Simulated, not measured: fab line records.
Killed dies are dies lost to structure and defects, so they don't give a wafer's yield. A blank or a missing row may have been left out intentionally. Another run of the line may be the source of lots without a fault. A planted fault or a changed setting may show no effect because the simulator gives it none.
Which tool was responsible? -- flow rit cmos -- Sampling: 7 lots, 21 wafers, 2 of 202 route steps

WHAT THE GAUGES READ, wafer by wafer
RIT_GATE_CD_MEAS_16 targets a cd of 150 nm.
lot,measured,on,cd nm (nm)
L245,day 3 03:17,cd sem-01,148.9 149.3 149.5
L247,day 3 10:50,cd sem-01,152.1 152.9 152.7
L249,day 3 14:35,cd sem-02,149.2 149.5 150.6
L254,day 4 19:11,cd sem-01,136.4 134.0 133.9
L259,day 5 21:25,cd sem-01,135.1 137.0 136.2
L263,day 6 14:09,cd sem-01,150.3 149.6 150.7
L267,day 7 12:10,cd sem-02,151.1 150.7 151.0

EACH LOT AND THE TOOL THAT RAN IT (in order: tool; ch and the chambers of the sampled wafers; start)
lot,RIT_GATE_DEVELOP_15
L245,"litho track-04 ch 0, day 3 03:00"
L247,"litho track-03 ch 0, day 3 10:00"
L249,"litho track-04 ch 0, day 3 14:00"
L254,"litho track-04 ch 0, day 4 19:00"
L259,"litho track-04 ch 0, day 5 21:00"
L263,"litho track-03 ch 0, day 6 14:00"
L267,"litho track-03 ch 0, day 7 12:00"
- RIT_GATE_DEVELOP_15: develop time 50 s.

THE ANSWER, worked out from the rows above alone
Rule: what is usual is taken from the lots themselves. Put in order of their means at a reading, lots are off if they are a third of the lots or fewer, leave a main group of 4 or more, and stand apart from it by a gap of 3 or more times the standard deviation of the main group's means; of several such gaps the widest counts. A main group whose means are all the same, to the digits that the tables above print for the reading, isn't used. Also off: a lot with no number at a reading for which 4 or more lots have one. All remaining lots with rows at the step are treated as sound.
Off, at RIT_GATE_CD_MEAS_16 on cd nm: L254, L259. Mean 150.5 nm and standard deviation 1.2 in the main group.
If a tool, at a process step before that reading, ran all the lots that are off and no sound lot after the first of them, it fits. The gauges at RIT_GATE_CD_MEAS_16 are tried like those tools. One fits: litho track-04 at RIT_GATE_DEVELOP_15. Its last sound lot is L249 (day 3 14:00), its first lot that is off L254 (day 4 19:00): a fault that began between those two fits.

WHAT THE SIMULATOR HAD INSERTED
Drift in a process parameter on litho track-04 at RIT_GATE_DEVELOP_15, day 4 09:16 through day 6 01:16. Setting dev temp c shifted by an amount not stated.
Struck lots among those shown: L254, L259. Same finding as the rule above.
